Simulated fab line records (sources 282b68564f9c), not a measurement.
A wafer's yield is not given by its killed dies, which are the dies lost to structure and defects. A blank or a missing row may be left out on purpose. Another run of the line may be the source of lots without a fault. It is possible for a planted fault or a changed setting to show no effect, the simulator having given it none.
Problem report in the 8D (eight disciplines) form, filled by code -- flow rit-cmos -- the parts of the form that need people (team, actions taken, sign-off) are left out

== 1. THE ISSUE ==
Across 6 wafers from 2 lots, CONTACT_TEOS_THK at RIT_CONTACT_THK_MEAS_01 averages 469 nm, while fault-free wafers read 400 nm with a standard deviation of 4.6. That puts it +15 standard deviations away from the usual mean.
Earliest sighting: wafer L559.2 on film-metro-02 at day 6 10:43. Wafers with a number at this step in the record: 42, from 14 lots. The rule behind "out" and "out of limits": a value lying over 4 standard deviations away from the usual mean. Any other wafer with a number is counted as sound.

== 2. WHAT IT IS AND WHAT IT IS NOT ==
question,is,is not
which readings at this step,CONTACT_TEOS_THK,-
which lots,"L559, L562","L544, L545, L546, L547, L548, L551, L552, L553, L554, L563, L564, L566"
which wafers of those lots,all that have a number,-
read on which gauges,"film-metro-02, film-metro-04",film-metro-03
when,from day 6 10:43,"up to then (27 sound wafers); but 9 sound wafers of L563, L564, L566 came after"

== 3. THE SUSPECTS, EACH WITH WHAT RULES IT OUT ==
Counting: a tool stays on the suspect list if, at a process step up to the reading, it processed all lots that are out and no sound lot following the first of them.
- the gauge at RIT_CONTACT_THK_MEAS_01: ruled out. The wafers that are out were read on 2 gauges (film-metro-02, film-metro-04).
- pecvd-04 at RIT_CONTACT_CVD_00 (deposits SiO2 from TEOS, target thk 400 nm, time 61 s): kept. It processed each lot that is out, first L559 at day 6 10:40, and no sound lot thereafter; up to then, the last sound lot it processed was L553 at day 5 04:28. Out on those wafers are its own readings of run-length-s.
After counting, what remains is pecvd-04 at RIT_CONTACT_CVD_00.

== 4. THE CAUSE (what the simulator had put in) ==
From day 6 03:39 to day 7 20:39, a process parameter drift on pecvd-04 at RIT_CONTACT_CVD_00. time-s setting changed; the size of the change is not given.
The count eliminated every tool but this one.

== 5. THE EFFECT CHAIN, in route order ==
Each row: a reading whose mean over the struck wafers that have a number lies more than 3 standard deviations from the usual. Readings are gone through only where the record gives a usual standard deviation; hours: the median, over the lots, of the time from a lot's start at the first step in this table giving one to that lot's start at this step; sigmas: the change measured in usual standard deviations.
hours,step,reading,usual,on struck wafers,change,sigmas
0,RIT_CONTACT_CVD_00,run-length-s,89.1 s,99.3,+10.2,+17
0,RIT_CONTACT_THK_MEAS_01,CONTACT_TEOS_THK,400 nm,469,+69,+15
It contains these process steps:
- RIT_CONTACT_CVD_00: deposits SiO2 from TEOS, target thk 400 nm, time 61 s.

== 6. WHAT WOULD HAVE CAUGHT IT SOONER ==
7 hours passed between the start of the fault at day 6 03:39 and the first reading out of limits at a measuring or inspecting step in this record, taken at day 6 10:43.
At RIT_CONTACT_CVD_00, the tool's own readings (run-length-s) were out on each struck wafer the step has a row for, so an alarm limit on them would have fired on the first such wafer.
Among the 2 lots that are out, L562 began RIT_CONTACT_CVD_00 on pecvd-04 after day 6 10:43. Putting the tool on hold at that point would have spared it.
